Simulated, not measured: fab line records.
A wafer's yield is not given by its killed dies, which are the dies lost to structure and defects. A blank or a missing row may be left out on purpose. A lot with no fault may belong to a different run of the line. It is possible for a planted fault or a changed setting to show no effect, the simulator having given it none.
Code-filled problem report in 8D (eight disciplines) form    flow rit cmos    the parts of the form that need people (team, actions taken, sign-off) are left out

== 1. THE ISSUE ==
FOX2_OXIDE_THK at RIT_FOX2_THK_MEAS_01 reads a mean of 471 nm on 6 wafers of 2 lots; wafers without a fault read 352 nm with a standard deviation of 6.9. That puts it +17 standard deviations away from the usual mean.
First seen on wafer L314.1, day 6 10:55, on film metro-03. At this step, 42 wafers from 14 lots have a number in the record. The rule behind "out" and "out of limits": a value lying over 4 standard deviations away from the usual mean. The other wafers with a number count as sound.

== 2. WHAT IT IS, AND WHAT IT ISN'T ==
question                     is                            is not
which readings at this step  FOX2_OXIDE_THK                -
which lots                   L314, L315                    L293, L294, L295, L299, L300, L302, L303, L304, L305, L309, L311, L316
which wafers of those lots   all that have a number        -
read on which gauges         film metro-02, film metro-03  film metro-04
when                         from day 6 10:55              up to then (33 sound wafers); but 3 sound wafers of L316 came after

== 3. SUSPECTS, AND WHAT RULES EACH OUT ==
Counting: a tool stays on the suspect list if, at a process step up to the reading, it processed all lots that are out and no sound lot following the first of them.
- the gauge at RIT_FOX2_THK_MEAS_01 has been ruled out. 2 gauges (film metro-02, film metro-03) read the wafers that are out.
- furnace-03 at RIT_FOX2_OXIDATION_00 (target thk 350.7 nm, ox time 1130 s): kept. Every lot that is out went through it, starting with L314 (day 6 09:37), and after that it ran no sound lot; the last sound lot it ran before then is L309 (day 5 02:52). Its own spike tc centre C, spike tc load C, spike tc source C, tube center temp C, tube_center_temp_C_max readings are out on those wafers.
Remaining after the count: furnace-03 at RIT_FOX2_OXIDATION_00.

== 4. THE CAUSE (what the simulator had put in) ==
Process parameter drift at RIT_FOX2_OXIDATION_00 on furnace-03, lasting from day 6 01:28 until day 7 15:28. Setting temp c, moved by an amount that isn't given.
Counting left only this tool.

== 5. THE EFFECT CHAIN, in route order ==
Each row: a reading whose mean over the struck wafers that have a number lies more than 3 standard deviations from the usual. Readings are gone through only where the record gives a usual standard deviation; hours: the median, over the lots, of the time from a lot's start at the first step in this table giving one to that lot's start at this step; sigmas: the change measured in usual standard deviations.
hours  step                   reading                 usual     on struck wafers  change  sigmas
0      RIT_FOX2_OXIDATION_00  spike tc centre C       1102.8 C  1182.5            +79.8   +61
0      RIT_FOX2_OXIDATION_00  spike tc load C         1127.0 C  1205.5            +78.5   +34
0      RIT_FOX2_OXIDATION_00  spike tc source C       1128.0 C  1205.9            +77.9   +35
0      RIT_FOX2_OXIDATION_00  tube center temp C      1100 C    1179              +79     +99 or more
0      RIT_FOX2_OXIDATION_00  tube_center_temp_C_max  1102.9    1181.8            +78.9   +99 or more
1      RIT_FOX2_THK_MEAS_01   FOX2_OXIDE_THK          352 nm    471               +119    +17
2      RIT_FOX2_THK_MEAS_90   FIELD_OXIDE_LEFT_1_THK  325 nm    444               +119    +17
19     RIT_FOX2_THK_MEAS_91   FIELD_OXIDE_LEFT_2_THK  257 nm    376               +119    +17
Process steps it contains:
- RIT_FOX2_OXIDATION_00: target thk 350.7 nm, ox time 1130 s.

== 6. WHAT WOULD HAVE CAUGHT IT SOONER ==
Counted from the fault's start at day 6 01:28, it took 9 hours until the first out-of-limits reading at a measuring or inspecting step in this record, taken at day 6 10:55.
At RIT_FOX2_OXIDATION_00, the tool's own readings (spike tc centre C, spike tc load C, spike tc source C, tube center temp C, tube_center_temp_C_max) were out on each struck wafer the step has a row for, so an alarm limit on them would have fired on the first such wafer.
By day 6 10:55 the whole set of lots that are out, 2 in number, had already begun RIT_FOX2_OXIDATION_00 on furnace-03. Holding the tool at that point would not have protected any of them.
